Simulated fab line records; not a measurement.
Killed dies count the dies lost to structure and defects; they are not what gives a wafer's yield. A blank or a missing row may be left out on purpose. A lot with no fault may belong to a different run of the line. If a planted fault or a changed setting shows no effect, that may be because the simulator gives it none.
Check of tool commonality    flow berkeley_cmos170    15 lots and 45 wafers in the sample

WHY THIS WAS OPENED
UCB170_M2_RS_MEAS_02, reading M2_AL_RS: flagged on 3 of 15 lots. Wafers without a fault read 0.03217 ohm/sq, standard deviation 0.00028.
Rule: a lot is flagged when every wafer of it that has a number lies more than 4 standard deviations from that mean, or none has a number. The rest of the lots are taken to be sound.

lot   measured      on             M2_AL_RS (ohm/sq), wafer by wafer  flag
L415  day 8 14:23   film_metro-03  0.03153 0.03194 0.03177            
L418  day 9 04:01   film_metro-04  0.03189 0.03164 0.03169            
L419  day 9 16:14   film_metro-03  0.01594 0.01596 0.01593            FLAGGED
L422  day 9 17:58   film_metro-03  0.01579 0.0159 0.01596             FLAGGED
L424  day 10 04:06  film_metro-01  0.03216 0.03239 0.03218            
L423  day 10 05:04  film_metro-03  0.01617 0.01599 0.01595            FLAGGED
L427  day 10 16:03  film_metro-01  0.03195 0.03233 0.03203            
L428  day 11 03:04  film_metro-01  0.0316 0.03172 0.03219             
L430  day 11 05:28  film_metro-03  0.03221 0.03226 0.0319             
L431  day 11 09:47  film_metro-04  0.03211 0.0321 0.03211             
L433  day 11 12:08  film_metro-01  0.03211 0.03268 0.03225            
L434  day 12 10:41  film_metro-04  0.03216 0.03227 0.0325             
L436  day 12 11:01  film_metro-01  0.03218 0.03204 0.03237            
L437  day 13 02:16  film_metro-04  0.03227 0.03212 0.03228            
L438  day 13 03:28  film_metro-04  0.03172 0.03174 0.03213            
On average the flagged lots' numbers are 0.01595 ohm/sq, which is -0.01622 ohm/sq against the usual, or -58 standard deviations.

LOT BY LOT: THE TOOL USED
3 process steps preceding the reading are held in the record, out of 331 steps in the route. Every cell lists first the tool, next ch and the chambers used by the sampled wafers, and last the start.
lot   flag     UCB170_SDANNEAL_RTA_01            UCB170_CONTACT_RTA_08             UCB170_M2_SPUTTER_01
L415           rtp_anneal-01 ch 0, day 7 22:56   rtp_anneal-01 ch 0, day 8 02:37   pvd_sputter-03, day 8 14:18
L418           rtp_anneal-02 ch 0, day 8 16:44   rtp_anneal-02 ch 0, day 8 20:23   pvd_sputter-02, day 9 03:56
L419  FLAGGED  rtp_anneal-01 ch 0, day 9 02:56   rtp_anneal-01 ch 0, day 9 06:38   pvd_sputter-02, day 9 15:55
L422  FLAGGED  rtp_anneal-02 ch 0, day 9 03:09   rtp_anneal-02 ch 0, day 9 08:47   pvd_sputter-01, day 9 17:38
L424           rtp_anneal-01 ch 0, day 9 14:50   rtp_anneal-01 ch 0, day 9 18:31   pvd_sputter-02, day 10 04:01
L423  FLAGGED  rtp_anneal-02 ch 0, day 9 15:16   rtp_anneal-02 ch 0, day 9 18:58   pvd_sputter-03, day 10 04:41
L427           rtp_anneal-01 ch 0, day 10 00:31  rtp_anneal-01 ch 0, day 10 05:42  pvd_sputter-01, day 10 15:57
L428           rtp_anneal-01 ch 0, day 10 15:26  rtp_anneal-01 ch 0, day 10 19:05  pvd_sputter-01, day 11 02:55
L430           rtp_anneal-02 ch 0, day 10 15:52  rtp_anneal-02 ch 0, day 10 20:09  pvd_sputter-03, day 11 05:22
L431           rtp_anneal-02 ch 0, day 10 20:46  rtp_anneal-02 ch 0, day 11 00:25  pvd_sputter-01, day 11 09:39
L433           rtp_anneal-01 ch 0, day 10 21:17  rtp_anneal-01 ch 0, day 11 02:07  pvd_sputter-01, day 11 12:02
L434           rtp_anneal-02 ch 0, day 11 20:50  rtp_anneal-01 ch 0, day 12 00:38  pvd_sputter-01, day 12 10:37
L436           rtp_anneal-01 ch 0, day 11 20:52  rtp_anneal-02 ch 0, day 12 00:41  pvd_sputter-02, day 12 10:52
L437           rtp_anneal-02 ch 0, day 12 12:50  rtp_anneal-02 ch 0, day 12 17:48  pvd_sputter-02, day 13 02:11
L438           rtp_anneal-01 ch 0, day 12 13:08  rtp_anneal-01 ch 0, day 12 18:02  pvd_sputter-01, day 13 03:21
What these steps do:
- UCB170_SDANNEAL_RTA_01: time 5 s.
- UCB170_CONTACT_RTA_08: time 10 s.
- UCB170_M2_SPUTTER_01: material Al, target thk 900 nm, time 120 s.
- UCB170_M2_RS_MEAS_02: measures by four-point-probe.

FLAGGED AGAINST TOTAL, ONE TOOL AT A TIME (gauges that did the reading follow at the end)
step                    tool            lots run  flagged  share of the flagged lots  sound lots run after its first flagged lot
UCB170_SDANNEAL_RTA_01  rtp_anneal-01   8         1        some                       6 (L424,L427,L428,L433,L436,L438)
UCB170_SDANNEAL_RTA_01  rtp_anneal-02   7         2        some                       4 (L430,L431,L434,L437)
UCB170_CONTACT_RTA_08   rtp_anneal-01   8         1        some                       6 (L424,L427,L428,L433,L434,L438)
UCB170_CONTACT_RTA_08   rtp_anneal-02   7         2        some                       4 (L430,L431,L436,L437)
UCB170_M2_SPUTTER_01    pvd_sputter-01  7         1        some                       6 (L427,L428,L431,L433,L434,L438)
UCB170_M2_SPUTTER_01    pvd_sputter-02  5         1        some                       3 (L424,L436,L437)
UCB170_M2_SPUTTER_01    pvd_sputter-03  3         1        some                       1 (L430)
UCB170_M2_RS_MEAS_02    film_metro-01   5         0        none                       -
UCB170_M2_RS_MEAS_02    film_metro-03   5         3        all                        1 (L430)
UCB170_M2_RS_MEAS_02    film_metro-04   5         0        none                       -

WHAT THE TABLE ALLOWS
1 row of the table ran every flagged lot: film_metro-03 at UCB170_M2_RS_MEAS_02.
- film_metro-03 at UCB170_M2_RS_MEAS_02: 3 of its 5 lots flagged. Lots that were sound ran on it after the first flagged one (L430); a persistent fault on the entire tool would not allow that.
Every row of the table either missed a flagged lot or ran a sound lot after the first.

WHAT HAD BEEN PUT IN BY THE SIMULATOR
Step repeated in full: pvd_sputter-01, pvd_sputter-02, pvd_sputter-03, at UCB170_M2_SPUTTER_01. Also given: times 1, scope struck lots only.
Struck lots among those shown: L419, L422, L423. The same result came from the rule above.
